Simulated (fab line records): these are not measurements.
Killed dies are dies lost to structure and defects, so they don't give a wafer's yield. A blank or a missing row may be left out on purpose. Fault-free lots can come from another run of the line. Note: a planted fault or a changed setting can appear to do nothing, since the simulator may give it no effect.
fab line records | flow ritCmos
record: lots: 6 wafers: 18 lastDay: 7
route steps=202 shown PSD@150 SDANNEAL@153 NSD@158 PLDD@159 NLDD@160 SILICIDE@161 M1@202
lots with no fault: from the same line, run without faults
startH: start of the lot's first displayed wafer, in hours after the record's first day | waitH: hours since the lot's step before | " unchanged from the row above | L1.1+2: several wafers, shown together as one row | - no value, or no start was given | * or withheld: withheld | < > ~ a bound
route shown NAME@n: NAME is a module with steps in the file, n the number in the route of the first one | usual: the fault-free wafers' mean and standard deviation | same: alike in all rows | chamber/n: place in a boat | sites: readings site by site | _std_site: standard deviation across them | _edge_site: mean of outer sites minus mean of inner sites | radiusMm: how far each site lies from the wafer's centre | mask NAME#n: copy n | behind: the tool/chamber that last shaped the wafer | hold: what put the lot on hold/how long, in hours/how the hold closed | device: whichever transistor did not switch (one of n, p or np) | end of line: the same wafers' tests at the end of the route | a step with no rows: only its recipe | killed: count of dies lost to structure and defects at first sort (not the wafer's yield) | map: shows each die of a wafer: x if killed, . if not, _ if none is there
set.NAME: setting as actually run; set.NAME@STEP: the setting as run at that earlier step | model.NAME: the simulator's own value behind a step, which no gauge read
certain route steps with their lots: each step a table, each wafer a row
services: when a tool's chamber went out of use (startH, in hours from the record's first day, below 0 if earlier), for how many hours, and the reason
== steps ==
step: RIT_PSD_IMPLANT_08
recipe: species: BF2 energyKev: 27 doseCm2: 5e+15 tiltDeg: 7
step: RIT_PSD_STRIP_09
recipe: chemistry: O2 timeS: 180 resist: NOVOLAK platenTempC: withheld powerW: 500 pressureMtorr: 4000 o2FlowSccm: 4000
usual: drypumpMotorCurrentA: 5.8/0.38
columns lot.wafer tool chamber startH waitH drypumpMotorCurrentA rfHoursCounterH
L512.1 plasmaAsher-01 0 74.35 0.1 5.8 46
L512.2 " 1 " " 5.9 46
L512.5 " 1 " " 5.9 -
L515.3 plasmaAsher-02 1 89.29 0.1 6.2 -
L515.5 " 1 " " 6.1 -
L515.6 " 0 " " 5.4 -
L520.1 plasmaAsher-04 0 113.77 0.1 6.3 31
L520.2 " 1 " " 5.2 31
L520.6 " 0 " " 6.3 -
L522.1 plasmaAsher-02 1 126.93 0.1 6.1 1
L522.2 " 0 " " 5.4 1
L522.6 " 0 " " 5.4 -
L525.1 plasmaAsher-04 0 143.44 0.1 6.3 34
L525.3 " 0 " " 6.3 -
L525.5 " 0 " " 6.3 -
L527.2 plasmaAsher-04 0 157.59 0.1 6.4 36
L527.4 " 1 " " 5.2 -
L527.5 " 0 " " 6.3 -
step: RIT_PSD_TW_MEAS_10
usual: PSD_TW: 3406/34
columns lot.wafer tool chamber startH waitH PSD_TW
L512.1 filmMetro-01 - 74.53 0.1 3356
L512.2 " - " " 3390
L512.5 " - " " 3366
L515.3 filmMetro-01 - 89.43 0.1 3380
L515.5 " - " " 3332
L515.6 " - " " 3365
L520.1 filmMetro-03 - 113.95 0.1 3427
L520.2 " - " " 3405
L520.6 " - " " 3422
L522.1 filmMetro-01 - 127.11 0.1 3406
L522.2 " - " " 3373
L522.6 " - " " 3364
L525.1 filmMetro-01 - 143.62 0.1 3403
L525.3 " - " " 3394
L525.5 " - " " 3401
L527.2 filmMetro-01 - 157.77 0.1 3380
L527.4 " - " " 3372
L527.5 " - " " 3394
step: RIT_SDANNEAL_CLEAN_00
recipe: chemistry: SC1 mix: 3:3:50 timeS: 600 tempC: 75
step: RIT_SDANNEAL_CLEAN_01
recipe: chemistry: dHF dilution: 50:1 timeS: 30
step: RIT_SDANNEAL_CLEAN_02
recipe: chemistry: SC2 mix: 3:3:50 timeS: 600 tempC: 75 dry: n2Spin
step: RIT_SDANNEAL_RTA_03
recipe: tempC: 1050 timeS: 5 idleTempC: 600 rampUpCPerS: 342 rampDownCPerS: 171 coolToC: 600 ambient: N2
usual: wafer_temp_C_max: 1053.5/1.1
columns lot.wafer tool chamber startH waitH wafer_temp_C_max
L512.1 rtpAnneal-01 0 75.16 0.0 1053.4
L512.2 " 0 " " 1053.0
L512.5 " 0 " " 1051.6
L515.3 rtpAnneal-02 0 89.87 0.0 1051.9
L515.5 " 0 " " 1054.2
L515.6 " 0 " " 1053.4
L520.1 rtpAnneal-01 0 114.38 0.0 1053.1
L520.2 " 0 " " 1054.5
L520.6 " 0 " " 1054.5
L522.1 rtpAnneal-01 0 127.53 0.0 1054.6
L522.2 " 0 " " 1053.7
L522.6 " 0 " " 1052.0
L525.1 rtpAnneal-01 0 144.04 0.0 1053.2
L525.3 " 0 " " 1054.6
L525.5 " 0 " " 1053.1
L527.2 rtpAnneal-01 0 158.23 0.0 1053.6
L527.4 " 0 " " 1052.9
L527.5 " 0 " " 1053.5
step: RIT_SDANNEAL_RS_MEAS_04
recipe: thkMeasGauge: four-point-probe
usual: PSD_RS: 115.95/0.26
columns lot.wafer tool chamber startH waitH PSD_RS[ohm/sq]
L512.1 filmMetro-01 - 75.22 0.0 115.53
L512.2 " - " " 115.49
L512.5 " - " " 116.09
L515.3 filmMetro-03 - 89.95 0.1 116.07
L515.5 " - " " 116.26
L515.6 " - " " 116.28
L520.1 filmMetro-01 - 114.43 0.0 116.05
L520.2 " - " " 115.89
L520.6 " - " " 116.06
L522.1 filmMetro-02 - 127.59 0.0 115.98
L522.2 " - " " 115.78
L522.6 " - " " 115.70
L525.1 filmMetro-03 - 144.10 0.0 115.41
L525.3 " - " " 115.73
L525.5 " - " " 115.71
L527.2 filmMetro-03 - 158.30 0.1 115.71
L527.4 " - " " 115.45
L527.5 " - " " 115.58
step: RIT_SDANNEAL_RS_MEAS_05
recipe: thkMeasGauge: four-point-probe
usual: NSD_RS: 84.58/0.26
columns lot.wafer tool chamber startH waitH NSD_RS[ohm/sq]
L512.1 filmMetro-01 - 75.34 0.1 84.62
L512.2 " - " " 84.61
L512.5 " - " " 84.65
L515.3 filmMetro-03 - 90.07 0.1 84.79
L515.5 " - " " 84.82
L515.6 " - " " 85.07
L520.1 filmMetro-01 - 114.55 0.1 84.57
L520.2 " - " " 84.66
L520.6 " - " " 84.69
L522.1 filmMetro-02 - 127.71 0.1 84.52
L522.2 " - " " 84.18
L522.6 " - " " 84.58
L525.1 filmMetro-03 - 144.22 0.1 84.66
L525.3 " - " " 84.75
L525.5 " - " " 84.34
L527.2 filmMetro-03 - 158.42 0.1 84.56
L527.4 " - " " 84.37
L527.5 " - " " 84.31
step: RIT_SDANNEAL_RS_MEAS_06
recipe: thkMeasGauge: four-point-probe
usual: PLDD_RS: 178.6/0.46
columns lot.wafer tool chamber startH waitH PLDD_RS[ohm/sq]
L512.1 filmMetro-01 - 75.46 0.1 178.6
L512.2 " - " " 179.2
L512.5 " - " " 178.7
L515.3 filmMetro-03 - 90.19 0.1 179.7
L515.5 " - " " 179.4
L515.6 " - " " 179.8
L520.1 filmMetro-01 - 114.67 0.1 179.1
L520.2 " - " " 179.1
L520.6 " - " " 178.9
L522.1 filmMetro-02 - 127.83 0.1 179.1
L522.2 " - " " 178.7
L522.6 " - " " 178.4
L525.1 filmMetro-03 - 144.34 0.1 178.3
L525.3 " - " " 178.3
L525.5 " - " " 178.8
L527.2 filmMetro-03 - 158.54 0.1 178.8
L527.4 " - " " 178.2
L527.5 " - " " 178.1
step: RIT_SDANNEAL_RS_MEAS_07
recipe: thkMeasGauge: four-point-probe
usual: NLDD_RS: 151.5/0.52
columns lot.wafer tool chamber startH waitH NLDD_RS[ohm/sq]
L512.1 filmMetro-01 - 75.58 0.1 153.1
L512.2 " - " " 151.9
L512.5 " - " " 152.3
L515.3 filmMetro-03 - 90.31 0.1 150.7
L515.5 " - " " 151.1
L515.6 " - " " 151.2
L520.1 filmMetro-01 - 114.79 0.1 151.4
L520.2 " - " " 151.2
L520.6 " - " " 151.7
L522.1 filmMetro-02 - 127.95 0.1 151.3
L522.2 " - " " 151.6
L522.6 " - " " 151.4
L525.1 filmMetro-03 - 144.46 0.1 151.2
L525.3 " - " " 151.0
L525.5 " - " " 151.6
L527.2 filmMetro-03 - 158.66 0.1 151.3
L527.4 " - " " 151.2
L527.5 " - " " 151.0
step: RIT_SILICIDE_WET_ETCH_00
recipe: chemistry: BOE target: SiO2 targetDepthNm: 14 timeS: 15 dry: n2Spin dilution: 10:1 tempC: 21.5
step: RIT_SILICIDE_SPUTTER_01
recipe: material: Ti targetThkNm: 30 powerW: 350 chamberPressurePa: 0.667 gas: Ar timeS: 240 substrateTempC: 25
usual: throttleValvePct: 30.2/1.4
columns lot.wafer tool chamber startH waitH throttleValvePct model.Ti_of_SILICIDE_SPUTTER_01.thkNm
L512.1 pvdSputter-04 - 75.73 0.0 31.5 30.1
L512.2 " - " " 32.1 29.47
L512.5 " - " " 31.1 30.03
L515.3 pvdSputter-02 - 90.40 0.0 29.1 29.64
L515.5 " - " " 28.0 29.9
L515.6 " - " " 28.4 29.59
L520.1 pvdSputter-04 - 114.93 0.0 29.7 43.07
L520.2 " - " " 31.2 43.13
L520.6 " - " " 31.4 42.95
L522.1 pvdSputter-04 - 128.09 0.0 29.6 43.63
L522.2 " - " " 31.4 43.46
L522.6 " - " " 31.0 43.71
L525.1 pvdSputter-02 - 144.59 0.0 28.3 29.16
L525.3 " - " " 28.3 29.05
L525.5 " - " " 28.3 29.34
L527.2 pvdSputter-02 - 158.77 0.0 28.4 30.18
L527.4 " - " " 28.1 29.92
L527.5 " - " " 28.9 30.26
step: RIT_SILICIDE_RS_MEAS_02
recipe: thkMeasGauge: four-point-probe reads: Ti_of_SILICIDE_SPUTTER_01
usual: SILICIDE_TI_RS: 48.2/0.74
columns lot.wafer tool chamber startH waitH SILICIDE_TI_RS[ohm/sq]
L512.1 filmMetro-03 - 75.88 0.1 47.7
L512.2 " - " " 48.9
L512.5 " - " " 47.8
L515.3 filmMetro-04 - 90.59 0.1 48.6
L515.5 " - " " 48.0
L515.6 " - " " 48.7
L520.1 filmMetro-01 - 115.08 0.1 30.5
L520.2 " - " " 30.5
L520.6 " - " " 30.8
L522.1 filmMetro-01 - 128.24 0.1 30.2
L522.2 " - " " 30.2
L522.6 " - " " 30.1
L525.1 filmMetro-04 - 144.74 0.1 49.7
L525.3 " - " " 49.8
L525.5 " - " " 49.3
L527.2 filmMetro-01 - 158.94 0.1 47.6
L527.4 " - " " 48.1
L527.5 " - " " 47.4
step: RIT_SILICIDE_THK_MEAS_03
recipe: thkMeasGauge: xrf reads: Ti_of_SILICIDE_SPUTTER_01
usual: SILICIDE_TI_THK: 29.7/0.35
columns lot.wafer tool chamber startH waitH SILICIDE_TI_THK[nm]
L512.1 filmMetro-03 - 76.00 0.1 29.9
L512.2 " - " " 29.4
L512.5 " - " " 30.0
L515.3 filmMetro-04 - 90.69 0.1 29.6
L515.5 " - " " 29.9
L515.6 " - " " 29.5
L520.1 filmMetro-01 - 115.20 0.1 42.8
L520.2 " - " " 42.7
L520.6 " - " " 42.5
L522.1 filmMetro-01 - 128.36 0.1 43.2
L522.2 " - " " 43.5
L522.6 " - " " 43.1
L525.1 filmMetro-04 - 144.86 0.1 29.1
L525.3 " - " " 29.0
L525.5 " - " " 29.3
L527.2 filmMetro-01 - 159.05 0.1 29.9
L527.4 " - " " 29.7
L527.5 " - " " 30.0
step: RIT_SILICIDE_RTA_04
recipe: tempC: 650 timeS: 10 idleTempC: 25 rampUpS: 5 rampDownS: 5 coolToC: 25 ambient: N2
usual: wafer_temp_C_max: 653.0/0.85
columns lot.wafer tool chamber startH waitH wafer_temp_C_max
L512.1 rtpAnneal-02 0 76.06 0.1 651.9
L512.2 " 0 " " 652.3
L512.5 " 0 " " 652.2
L515.3 rtpAnneal-01 0 90.75 0.1 652.5
L515.5 " 0 " " 653.1
L515.6 " 0 " " 654.6
L520.1 rtpAnneal-02 0 115.26 0.1 652.6
L520.2 " 0 " " 652.4
L520.6 " 0 " " 653.0
L522.1 rtpAnneal-02 0 128.42 0.1 652.7
L522.2 " 0 " " 651.6
L522.6 " 0 " " 652.7
L525.1 rtpAnneal-02 0 144.92 0.1 652.9
L525.3 " 0 " " 652.5
L525.5 " 0 " " 652.3
L527.2 rtpAnneal-01 0 159.11 0.1 653.1
L527.4 " 0 " " 651.8
L527.5 " 0 " " 652.3
step: RIT_M1_PROBE_99
usual: killed_at_M0_to_M3: 0.0/0.19 killedAtContacts: 0.1/0.27 killedAtFrontEnd: 6.4/2.9 killedDies: 6.5/3 killedOpen: 3.3/1.9 killedShort: 3.2/1.7
same: grossDies: 264 killed_at_M4_up: 0 killedAtBackSide: 0 killedAtOther: 0
columns lot.wafer tool chamber startH waitH killed_at_M0_to_M3 killedAtContacts killedAtFrontEnd killedDies killedOpen killedShort
L515.3 prober-02 - 98.77 0.2 0 0 11 11 8 3
L515.5 prober-02 - 98.87 0.2 0 0 6 6 3 3
L515.6 prober-02 - 98.92 0.2 0 1 7 8 4 4
L522.1 prober-01 - 135.87 0.1 0 0 3 3 3 0
L522.2 prober-01 - 135.92 0.1 0 0 7 7 5 2
L522.6 prober-01 - 136.12 0.2 0 1 5 6 1 5
L525.1 prober-02 - 152.13 0.1 0 0 5 5 3 2
L525.3 prober-02 - 152.23 0.2 1 0 6 7 0 7
L525.5 prober-02 - 152.33 0.2 0 0 10 10 6 4
L527.2 prober-02 - 165.73 0.1 0 0 5 5 3 2
L527.4 prober-02 - 165.83 0.2 0 0 2 2 2 0
L527.5 prober-02 - 165.88 0.2 0 0 4 4 3 1
killed by level:class
L515.3 SILICIDE:geometricParticle:open=4 SILICIDE:geometricParticle:short=2 FOX2:geometricParticle:short=1 FOX2:geometricParticle:open=1 GATE:geometricParticle:open=1 REOX:geometricParticle:open=1 SPACER:geometricParticle:open=1
L515.5 GATE:geometricParticle:short=3 GATE:geometricParticle:open=2 REOX:geometricParticle:open=1
L515.6 GATE:geometricParticle:open=2 REOX:geometricParticle:open=2 GATE:geometricParticle:short=1 REOX:geometricParticle:short=1 SILICIDE:geometricParticle:short=1 CONTACT:geometricParticle:short=1
L522.1 GATE:geometricParticle:open=3
L522.2 GATE:geometricParticle:open=3 FOX1:geometricParticle:short=1 FOX1:geometricParticle:open=1 GATE:geometricParticle:short=1 REOX:geometricParticle:open=1
L522.6 FOX1:geometricParticle:short=3 REOX:geometricParticle:short=1 SILICIDE:geometricParticle:open=1 CONTACT:geometricParticle:short=1
L525.1 GATE:geometricParticle:short=1 GATE:geometricParticle:open=1 REOX:geometricParticle:open=1 SPACER:geometricParticle:open=1 SILICIDE:geometricParticle:short=1
L525.3 GATE:geometricParticle:short=2 SPACER:geometricParticle:short=2 FOX2:geometricParticle:short=1 SILICIDE:geometricParticle:short=1 M1:geometricParticle:short=1
L525.5 SILICIDE:geometricParticle:open=3 FOX1:geometricParticle:short=2 GATE:geometricParticle:short=2 SPACER:geometricParticle:open=2 GATE:geometricParticle:open=1
L527.2 GATE:geometricParticle:open=2 GATE:geometricParticle:short=1 REOX:geometricParticle:open=1 SILICIDE:geometricParticle:short=1
L527.4 GATE:geometricParticle:open=1 SILICIDE:geometricParticle:open=1
L527.5 GATE:geometricParticle:open=2 SPACER:geometricParticle:open=1 SPACER:geometricParticle:short=1
== services ==
columns tool chamber startH hours kind
plasmaAsher-02 - 108.75 9.0 pm
plasmaAsher-02 0 108.75 9.0 ventCycle
plasmaAsher-02 1 108.75 9.0 ventCycle
plasmaAsher-02 0 117.75 - clean
plasmaAsher-02 1 117.75 - clean
rtpAnneal-02 - 143.50 1.0 pm
plasmaAsher-01 - 144.01 10.0 pm
== key ==
firstSign: step: RIT_SILICIDE_RS_MEAS_02 reading: SILICIDE_TI_RS direction: down sigmas: 24 usual: 48.2 struck: 30.4
effect: step: RIT_SILICIDE_THK_MEAS_03 reading: SILICIDE_TI_THK direction: up sigmas: 38 usual: 29.7 struck: 43.0
modelEffect: step: RIT_SILICIDE_SPUTTER_01 value: Ti_of_SILICIDE_SPUTTER_01.thkNm without: 29.82 struck: 43.32
metAt RIT_SILICIDE_SPUTTER_01
struckWafers L520.1,L520.2,L520.6,L522.1,L522.2,L522.6
rowsEnd L520.1,L520.2,L520.6
testerLeftOut L522
onsetBetween 75.73 114.93
fault: kind: processParameterDrift tool: pvdSputter-04 chamber: - onsetH: 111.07 steps: RIT_SILICIDE_SPUTTER_01 channel: targetThkNm offset: 13.5 shape: step endH: 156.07 stated: 30
testerLeftOut: of these lots the tester's yield and bins aren't shown, on N5 and GAA mostly nor the transistor test; their killed dies are dies lost to structure and defects alone, not to doping, threshold or leakage, so they don't give the yield
rowsEnd: these wafers met a further fault down the route, and their rows from its step on are left out
